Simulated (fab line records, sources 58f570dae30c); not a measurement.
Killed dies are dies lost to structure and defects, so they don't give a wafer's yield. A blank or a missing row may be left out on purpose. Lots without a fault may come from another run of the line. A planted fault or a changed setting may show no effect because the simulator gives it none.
Tool commonality check | flow berkeley_cmos170 | 14 lots, 42 wafers sampled

WHY IT WAS OPENED
At UCB170_M1_CD_MEAS_90 the reading cd_nm is flagged on 2 of 14 lots. Wafers without a fault read 700.5 nm, standard deviation 2.3.
Rule: a lot is flagged when every wafer of it that has a number lies more than 4 standard deviations from that mean, or none has a number. The other lots count as sound.

lot  | measured     | on        | cd_nm (nm), wafer by wafer | flag
L399 | day 7 02:10  | cd_sem-01 | 701.9 703.8 701.6          |
L398 | day 7 02:33  | cd_sem-02 | 695.7 693.7 698.0          |
L397 | day 7 02:39  | cd_sem-01 | 700.4 702.6 701.3          |
L400 | day 8 04:35  | cd_sem-02 | 699.4 697.7 703.1          |
L403 | day 8 05:13  | cd_sem-02 | 700.7 699.4 702.6          |
L404 | day 9 01:25  | cd_sem-02 | 699.6 700.3 705.3          |
L407 | day 9 20:16  | cd_sem-01 | 684.2 682.0 684.2          | FLAGGED
L411 | day 9 22:35  | cd_sem-02 | 696.8 700.1 696.9          |
L410 | day 9 23:32  | cd_sem-02 | 680.6 680.8 685.4          | FLAGGED
L413 | day 10 21:50 | cd_sem-01 | 698.7 700.7 702.0          |
L412 | day 10 22:12 | cd_sem-02 | 702.8 699.4 704.4          |
L419 | day 11 11:50 | cd_sem-01 | 701.4 700.2 703.1          |
L417 | day 11 13:35 | cd_sem-01 | 705.0 700.1 698.5          |
L420 | day 11 14:19 | cd_sem-02 | 700.7 700.0 700.4          |
The numbers of the flagged lots are 682.9 nm on average: -17.6 nm against the usual, or -8 standard deviations.

WHICH TOOL RAN EACH LOT
The record holds 2 process steps before the reading, out of a route of 331 steps. In each cell: the tool, then ch and the chambers that the sampled wafers went through, then the start.
lot  | flag    | UCB170_M1_METAL_ETCH_12           | UCB170_M1_STRIP_13
L399 |         | rie_metal-03 ch 0, day 7 01:47    | plasma_asher-04 ch 0,1, day 7 01:55
L398 |         | rie_metal-02 ch 0,1, day 7 02:19  | plasma_asher-01 ch 0,1, day 7 02:26
L397 |         | rie_metal-03 ch 0,1, day 7 02:25  | plasma_asher-04 ch 0,1, day 7 02:33
L400 |         | rie_metal-04 ch 0,1, day 8 04:22  | plasma_asher-02 ch 0,1, day 8 04:29
L403 |         | rie_metal-03 ch 0,1, day 8 04:59  | plasma_asher-02 ch 0,1, day 8 05:07
L404 |         | rie_metal-02 ch 0,1, day 9 01:04  | plasma_asher-01 ch 0,1, day 9 01:12
L407 | FLAGGED | rie_metal-02 ch 0,1, day 9 20:01  | plasma_asher-02 ch 0,1, day 9 20:09
L411 |         | rie_metal-03 ch 0,1, day 9 22:20  | plasma_asher-01 ch 1, day 9 22:28
L410 | FLAGGED | rie_metal-02 ch 0,1, day 9 23:18  | plasma_asher-02 ch 0,1, day 9 23:26
L413 |         | rie_metal-04 ch 0,1, day 10 21:35 | plasma_asher-04 ch 0,1, day 10 21:43
L412 |         | rie_metal-03 ch 0,1, day 10 21:58 | plasma_asher-02 ch 0,1, day 10 22:06
L419 |         | rie_metal-04 ch 0,1, day 11 11:36 | plasma_asher-02 ch 0,1, day 11 11:44
L417 |         | rie_metal-03 ch 0,1, day 11 13:20 | plasma_asher-01 ch 0,1, day 11 13:28
L420 |         | rie_metal-04 ch 0,1, day 11 14:04 | plasma_asher-04 ch 0,1, day 11 14:12
What these steps do:
- UCB170_M1_METAL_ETCH_12: etches Al in Cl2/BCl3, stops on PSG, target depth 780 nm, time 130 s.
- UCB170_M1_STRIP_13: strips in O2.
- UCB170_M1_CD_MEAS_90: target cd 700 nm.

FLAGGED OVER TOTAL, TOOL BY TOOL (the gauges that took the reading come last)
step                    | tool            | lots run | flagged | share of the flagged lots | sound lots run after its first flagged lot
UCB170_M1_METAL_ETCH_12 | rie_metal-02    | 4        | 2       | all                       | 0
UCB170_M1_METAL_ETCH_12 | rie_metal-03    | 6        | 0       | none                      | -
UCB170_M1_METAL_ETCH_12 | rie_metal-04    | 4        | 0       | none                      | -
UCB170_M1_STRIP_13      | plasma_asher-01 | 4        | 0       | none                      | -
UCB170_M1_STRIP_13      | plasma_asher-02 | 6        | 2       | all                       | 2 (L412,L419)
UCB170_M1_STRIP_13      | plasma_asher-04 | 4        | 0       | none                      | -
UCB170_M1_CD_MEAS_90    | cd_sem-01       | 6        | 1       | some                      | 3 (L413,L419,L417)
UCB170_M1_CD_MEAS_90    | cd_sem-02       | 8        | 1       | some                      | 2 (L412,L420)

WHAT THE TABLE ALLOWS
2 rows of the table ran every flagged lot: rie_metal-02 at UCB170_M1_METAL_ETCH_12, plasma_asher-02 at UCB170_M1_STRIP_13.
- rie_metal-02 at UCB170_M1_METAL_ETCH_12: 2 of its 4 lots flagged. Its last sound lot is L404 (day 9 01:04), its first flagged lot L407 (day 9 20:01): a fault that began between those two fits.
- plasma_asher-02 at UCB170_M1_STRIP_13: 2 of its 6 lots flagged. Sound lots ran on it after the first flagged one (L412, L419), which a lasting fault on the whole tool wouldn't allow. Its own readings lie more than 4 standard deviations out on every wafer of the flagged lots: oes_product_au.
One tool is left: rie_metal-02 at UCB170_M1_METAL_ETCH_12.

WHAT THE SIMULATOR HAD PUT IN
Process parameter drift: rie_metal-02, from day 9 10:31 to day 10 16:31, at UCB170_M1_METAL_ETCH_12. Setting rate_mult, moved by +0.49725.
Lots struck among those shown: L407, L410. The rule above found the same.
